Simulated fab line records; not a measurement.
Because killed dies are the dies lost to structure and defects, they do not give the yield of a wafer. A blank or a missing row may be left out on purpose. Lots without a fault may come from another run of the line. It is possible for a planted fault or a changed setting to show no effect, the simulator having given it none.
Split-lot experiment -- flow rit_cmos -- 5 lots, 23 wafers read, on a route of 202 steps

SPLIT DETAILS
At RIT_PSD_IMPLANT_08, the setting energy_kev was moved away from the recipe's 27 on 10 of the 23 wafers read, by -1.9% to +4.8%. All remaining wafers had this setting at the recipe value.

FROM THE SPLIT TO THE READING: what the file shows between them, 3 steps
- RIT_PSD_STRIP_09: strips in O2, time 180 s
- RIT_SDANNEAL_CLEAN_02: cleans in SC2, time 600 s
- RIT_SDANNEAL_RTA_03: time 5 s

THE READING
PSD_RS (ohm/sq), read at RIT_SDANNEAL_RS_MEAS_04 with a four-point probe. A value of 115.9 ohm/sq with a standard deviation of 0.32 ohm/sq is what fault-free wafers of this fab line usually give.

wafer,"tool, chamber at the split",energy_kev as run,against the recipe,"PSD_RS, ohm/sq",against lot-mates on the recipe
L075.1,"implanter-01, 0",27,recipe,115.4,-
L075.2,"implanter-01, 0",27,recipe,115.5,-
L075.4,"implanter-01, 0",27,recipe,115.5,-
L075.5,"implanter-01, 0",26.49,-1.9%,116.7,+1.2
L075.6,"implanter-01, 0",26.49,-1.9%,116.7,+1.2
L078.1,"implanter-02, 0",27.63,+2.3%,114.8,-1.2
L078.2,"implanter-02, 0",27,recipe,115.9,-
L078.3,"implanter-02, 0",27.63,+2.3%,114.8,-1.2
L078.5,"implanter-02, 0",27,recipe,116.0,-
L078.6,"implanter-02, 0",27,recipe,116.0,-
L080.1,"implanter-02, 0",27,recipe,115.3,-
L080.2,"implanter-02, 0",28.3,+4.8%,113.1,-2.2
L080.3,"implanter-02, 0",28.3,+4.8%,112.7,-2.6
L080.4,"implanter-02, 0",27,recipe,115.3,-
L080.5,"implanter-02, 0",28.3,+4.8%,112.7,-2.6
L081.1,"implanter-04, 0",27,recipe,115.7,-
L081.2,"implanter-04, 0",27.85,+3.1%,114.0,-1.8
L081.3,"implanter-04, 0",27,recipe,115.8,-
L081.5,"implanter-04, 0",27.85,+3.1%,113.9,-1.8
L081.6,"implanter-04, 0",27.85,+3.1%,114.1,-1.7
L082.1,"implanter-01, 0",27,recipe,116.2,-
L082.3,"implanter-01, 0",27,recipe,116.3,-
L082.6,"implanter-01, 0",27,recipe,115.9,-

THE FIT
A straight line over all 23 wafers: PSD_RS changes by -0.57 ohm/sq for each +1% of energy_kev; r = -0.97; the points scatter about the line by 0.3 ohm/sq.
The same after taking each lot's own level away (the mean of its wafers on the recipe; 23 wafers): -0.538 ohm/sq for each +1%; r = -0.99; scatter 0.13 ohm/sq.
According to that fit, moving energy_kev by its largest amount changes the reading by 2.6 ohm/sq.
The span of the lots' own levels, 115.30 to 116.13 ohm/sq, comes to 2.6 times the standard deviation stated above.
The two slopes agree, so the slope changes little with the lot-to-lot level.
Check: -2.64 ohm/sq against its lot-mates is what the line predicts for one of the wafers moved furthest among these (+4.8%) when that wafer is left out of the fit. It came out at -2.2 ohm/sq against them.

FURTHER SPLITS ON THESE WAFERS
Other splits were also applied to these wafers ahead of the reading. Each is held against what the fit with the lots' levels taken away leaves over:
other split on the same wafers,wafers away from the commonest value,r with PSD_RS (lot level and that fit taken away)
RIT_NSD_COAT_01 resist_thk_nm,5,+0.24
RIT_NSD_IMPLANT_08 dose_cm2,9,-0.27
RIT_PSD_COAT_01 resist_thk_nm,9,+0.06

THE WHOLE CHAIN: every reading that the file lists as answering this split, in the file's order
step,what it does,reading,change (the file's fit),r (the file's)
RIT_PSD_IMPLANT_08,,"implant.rp_nm (the simulator's own value, which no gauge read)",+0.174 nm for each +1% of the setting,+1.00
RIT_PSD_IMPLANT_08,,"implant.drp_nm (the simulator's own value, which no gauge read)",+0.0843 nm for each +1% of the setting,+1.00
RIT_SDANNEAL_RS_MEAS_04,measures by four-point-probe,PSD_RS,-0.529 for each +1% of the setting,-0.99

THE FILE'S OWN FIT
PSD_RS changes by -0.529 ohm/sq for each +1% of energy_kev, r = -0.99.
